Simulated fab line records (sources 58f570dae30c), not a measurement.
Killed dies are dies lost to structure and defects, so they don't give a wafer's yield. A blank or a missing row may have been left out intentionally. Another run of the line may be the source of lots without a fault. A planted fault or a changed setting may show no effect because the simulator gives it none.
Split-lot study :: flow berkeley cmos170 :: 27 wafers read from 5 lots, route of 331 steps

== THE SPLIT ITSELF ==
At UCB170_V2_CVD_00 (deposits SiO2 from TEOS/O2, target thk 2000 nm, time 250 s), the setting time s was moved away from the recipe's 250 s on 9 of the 27 wafers read, by -54.5% to +54.9%. This setting was run at the recipe's value on the other wafers.

The file shows no step between the split and the reading.

== THE READING ==
At UCB170_V2_THK_MEAS_01: V2_TEOS_THK, given in nm. Fault-free wafers of this fab line usually give 1990 nm, standard deviation 27 nm.

wafer: L075.1
tool, chamber at the split: pecvd-03, 1
time s as run, s: 113.7
against the recipe: -54.5%
V2_TEOS_THK, nm: 887
against lot-mates on the recipe: -1125

wafer: L075.2
tool, chamber at the split: pecvd-03, 2
time s as run, s: 250
against the recipe: recipe
V2_TEOS_THK, nm: 2000
against lot-mates on the recipe: -

wafer: L075.3
tool, chamber at the split: pecvd-03, 0
time s as run, s: 113.7
against the recipe: -54.5%
V2_TEOS_THK, nm: 885
against lot-mates on the recipe: -1127

wafer: L075.4
tool, chamber at the split: pecvd-03, 1
time s as run, s: 113.7
against the recipe: -54.5%
V2_TEOS_THK, nm: 919
against lot-mates on the recipe: -1093

wafer: L075.5
tool, chamber at the split: pecvd-03, 2
time s as run, s: 250
against the recipe: recipe
V2_TEOS_THK, nm: 2016
against lot-mates on the recipe: -

wafer: L075.6
tool, chamber at the split: pecvd-03, 0
time s as run, s: 250
against the recipe: recipe
V2_TEOS_THK, nm: 2019
against lot-mates on the recipe: -

wafer: L074.1
tool, chamber at the split: pecvd-01, 0
time s as run, s: 146.3
against the recipe: -41.5%
V2_TEOS_THK, nm: 1151
against lot-mates on the recipe: -855

wafer: L074.2
tool, chamber at the split: pecvd-01, 2
time s as run, s: 250
against the recipe: recipe
V2_TEOS_THK, nm: 1990
against lot-mates on the recipe: -

wafer: L074.3
tool, chamber at the split: pecvd-01, 1
time s as run, s: 250
against the recipe: recipe
V2_TEOS_THK, nm: 2010
against lot-mates on the recipe: -

wafer: L074.4
tool, chamber at the split: pecvd-01, 0
time s as run, s: 250
against the recipe: recipe
V2_TEOS_THK, nm: 2017
against lot-mates on the recipe: -

wafer: L074.5
tool, chamber at the split: pecvd-01, 2
time s as run, s: 146.3
against the recipe: -41.5%
V2_TEOS_THK, nm: 1161
against lot-mates on the recipe: -845

wafer: L074.6
tool, chamber at the split: pecvd-01, 1
time s as run, s: 146.3
against the recipe: -41.5%
V2_TEOS_THK, nm: 1201
against lot-mates on the recipe: -805

wafer: L076.2
tool, chamber at the split: pecvd-03, 1
time s as run, s: 250
against the recipe: recipe
V2_TEOS_THK, nm: 1983
against lot-mates on the recipe: -

wafer: L076.3
tool, chamber at the split: pecvd-03, 0
time s as run, s: 250
against the recipe: recipe
V2_TEOS_THK, nm: 1981
against lot-mates on the recipe: -

wafer: L076.4
tool, chamber at the split: pecvd-03, 2
time s as run, s: 250
against the recipe: recipe
V2_TEOS_THK, nm: 2036
against lot-mates on the recipe: -

wafer: L077.1
tool, chamber at the split: pecvd-04, 2
time s as run, s: 250
against the recipe: recipe
V2_TEOS_THK, nm: 1966
against lot-mates on the recipe: -

wafer: L077.2
tool, chamber at the split: pecvd-04, 0
time s as run, s: 250
against the recipe: recipe
V2_TEOS_THK, nm: 1973
against lot-mates on the recipe: -

wafer: L077.3
tool, chamber at the split: pecvd-04, 1
time s as run, s: 250
against the recipe: recipe
V2_TEOS_THK, nm: 1998
against lot-mates on the recipe: -

wafer: L077.4
tool, chamber at the split: pecvd-04, 2
time s as run, s: 387.2
against the recipe: +54.9%
V2_TEOS_THK, nm: 3068
against lot-mates on the recipe: +1089

wafer: L077.5
tool, chamber at the split: pecvd-04, 1
time s as run, s: 387.2
against the recipe: +54.9%
V2_TEOS_THK, nm: 3116
against lot-mates on the recipe: +1137

wafer: L077.6
tool, chamber at the split: pecvd-04, 0
time s as run, s: 387.2
against the recipe: +54.9%
V2_TEOS_THK, nm: 3069
against lot-mates on the recipe: +1090

wafer: L080.1
tool, chamber at the split: pecvd-04, 1
time s as run, s: 250
against the recipe: recipe
V2_TEOS_THK, nm: 1974
against lot-mates on the recipe: -

wafer: L080.2
tool, chamber at the split: pecvd-04, 2
time s as run, s: 250
against the recipe: recipe
V2_TEOS_THK, nm: 1932
against lot-mates on the recipe: -

wafer: L080.3
tool, chamber at the split: pecvd-04, 0
time s as run, s: 250
against the recipe: recipe
V2_TEOS_THK, nm: 1933
against lot-mates on the recipe: -

wafer: L080.4
tool, chamber at the split: pecvd-04, 2
time s as run, s: 250
against the recipe: recipe
V2_TEOS_THK, nm: 1972
against lot-mates on the recipe: -

wafer: L080.5
tool, chamber at the split: pecvd-04, 0
time s as run, s: 250
against the recipe: recipe
V2_TEOS_THK, nm: 1974
against lot-mates on the recipe: -

wafer: L080.6
tool, chamber at the split: pecvd-04, 1
time s as run, s: 250
against the recipe: recipe
V2_TEOS_THK, nm: 2023
against lot-mates on the recipe: -

THE FIT
A straight line over all 27 wafers: V2_TEOS_THK changes by +19.9 nm for each +1% of time s; r = +1.00; the points scatter about the line by 27 nm.
The same after taking each lot's own level away (the mean of its wafers on the recipe; 27 wafers): +20.2 nm for each +1%; r = +1.00; scatter 23 nm.
The reading moves by 1.1e+03 nm for the largest change in time s, on that fit.
The span of the lots' own levels, 1968.0 to 2011.7 nm, comes to 1.6 times the standard deviation stated above.
Hence the lot-to-lot level has little effect on the slope; both slopes agree.
Check: with one of the wafers moved furthest among these (+54.9%) left out of the fit, the line predicts +1.11e+03 nm for it against its lot-mates. Against them it came out at +1.09e+03 nm.

== OTHER SPLITS ON THESE WAFERS ==
Before the reading, these wafers also passed through other splits. Each is held against what the fit with the lots' levels taken away leaves over:
other split on the same wafers: UCB170_SPACER_ANNEAL_02 time s
wafers away from the commonest value: 21
r with V2_TEOS_THK (lot level and that fit taken away): -0.02

== THE WHOLE CHAIN: every reading that the file lists as answering this split, in the file's order ==
step: UCB170_V2_CVD_00
what it does: deposits SiO2 from TEOS/O2, target thk 2000 nm, time 250 s
reading: SiO2_of_V2_CVD_00.thk nm (the simulator's own value, which no gauge read)
change (the file's fit): +20.2 nm for each +1% of the setting
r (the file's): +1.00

step: UCB170_V2_THK_MEAS_01
what it does: 
reading: V2_TEOS_THK
change (the file's fit): +20.3 for each +1% of the setting
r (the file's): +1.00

== THE FILE'S OWN FIT ==
V2_TEOS_THK changes by +20.3 nm for each +1% of time s, r = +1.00.
